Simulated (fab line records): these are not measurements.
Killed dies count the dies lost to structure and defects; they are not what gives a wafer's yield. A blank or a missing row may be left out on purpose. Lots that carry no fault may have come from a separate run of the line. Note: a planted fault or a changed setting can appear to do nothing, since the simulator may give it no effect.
Which tool did it? ; flow ritCmos ; Sampling: 14 lots, 42 wafers, 2 of 202 route steps

== WHAT THE GAUGES READ, wafer by wafer ==
RIT_REOX_THK_MEAS_04. Usual: REOX_OXIDE_THK typically reads 25.3 nm, with standard deviation 0.35.
lot;measured;on;REOX_OXIDE_THK (nm);flag
L998;day 2 16:25;filmMetro-03;24.9 25.1 25.5;
L999;day 2 21:42;filmMetro-03;24.7 24.6 24.5;
L100;day 3 02:10;filmMetro-03;24.9 25.1 25.2;
L101;day 3 07:23;filmMetro-04;25.3 25.2 25.4;
L102;day 3 13:41;filmMetro-01;25.2 25.7 25.6;
L104;day 3 21:32;filmMetro-04;25.5 25.7 25.9;
L106;day 4 08:53;filmMetro-03;26.0 25.7 26.0;
L107;day 4 14:46;filmMetro-01;32.9 32.2 32.2;OFF
L110;day 5 06:01;filmMetro-04;32.9 32.8 32.5;OFF
L112;day 5 14:34;filmMetro-03;25.0 24.8 24.8;
L114;day 6 01:11;filmMetro-03;25.3 25.4 25.2;
L115;day 6 06:00;filmMetro-04;25.5 25.7 25.2;
L116;day 6 10:38;filmMetro-03;25.4 25.6 25.1;
L119;day 7 02:00;filmMetro-01;25.5 26.0 25.6;

== EACH LOT AND THE TOOL THAT RAN IT (in order: tool; ch and the chambers of the sampled wafers; start) ==
lot;RIT_REOX_OXIDATION_03
L998;furnace-04 ch 0, day 2 13:50
L999;furnace-02 ch 0, day 2 19:08
L100;furnace-02 ch 0, day 2 23:37
L101;furnace-03 ch 0, day 3 04:50
L102;furnace-04 ch 0, day 3 11:07
L104;furnace-03 ch 0, day 3 18:58
L106;furnace-04 ch 0, day 4 06:20
L107;furnace-03 ch 0, day 4 12:11
L110;furnace-03 ch 0, day 5 03:26
L112;furnace-02 ch 0, day 5 12:01
L114;furnace-04 ch 0, day 5 22:38
L115;furnace-02 ch 0, day 6 03:25
L116;furnace-02 ch 0, day 6 08:04
L119;furnace-04 ch 0, day 6 23:27
- RIT_REOX_OXIDATION_03: target thk 25.2 nm, ox time 5580 s.

== AS READ BY THE TOOLS THEMSELVES (means over the sampled wafers that have a number; for cases with no such wafer, the mark the record gives instead) ==
RIT_REOX_OXIDATION_03. Usual: spikeTcSourceC 924.4 C, standard deviation 1.4; tube_center_temp_C_max 902.4, standard deviation 0.39.
lot;tool;spikeTcSourceC (C);tube_center_temp_C_max;flag
L998;furnace-04;925.4;902.5;
L999;furnace-02;924.8;902.5;
L100;furnace-02;924.8;902.3;
L101;furnace-03;923.1;902.8;
L102;furnace-04;925.9;902.3;
L104;furnace-03;923.8;902.3;
L106;furnace-04;925.2;902.2;
L107;furnace-03;923.2;902.2;
L110;furnace-03;922.5;902.2;
L112;furnace-02;924.2;902.4;
L114;furnace-04;925.4;902.7;
L115;furnace-02;923.9;902.2;
L116;furnace-02;923.9;902.4;
L119;furnace-04;925.8;901.9;

== THE ANSWER, worked out from the rows above alone ==
Rule: lot off if the mean of its wafers having a number is beyond 3 standard deviations from the usual mean. Also off: a lot with no number at a reading for which 4 or more lots have one. Any other lot the step has rows for is counted as sound. After the gauges, taken in route order, come the tools' own readings; for these a lot's mean is taken, as printed above. The first step at which some lot is off is used, and at that step the reading that is off furthest; a lot without a number counts as furthest.
Off: L107, L110, at RIT_REOX_THK_MEAS_04 (REOX_OXIDE_THK).
If a tool, at a process step before that reading, ran all the lots that are off and no sound lot after the first of them, it fits. Gauges at RIT_REOX_THK_MEAS_04: tried the same way as those tools. One fits: RIT_REOX_OXIDATION_03 on furnace-03. A fault onset in the window from L104 (day 3 18:58, its last sound lot) to L107 (day 4 12:11, its first lot off) fits.

== WHAT WAS PUT IN BY THE SIMULATOR ==
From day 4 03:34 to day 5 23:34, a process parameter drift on furnace-03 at RIT_REOX_OXIDATION_03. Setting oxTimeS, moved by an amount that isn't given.
Struck lots among those shown: L107, L110. The rule given above showed the same thing.
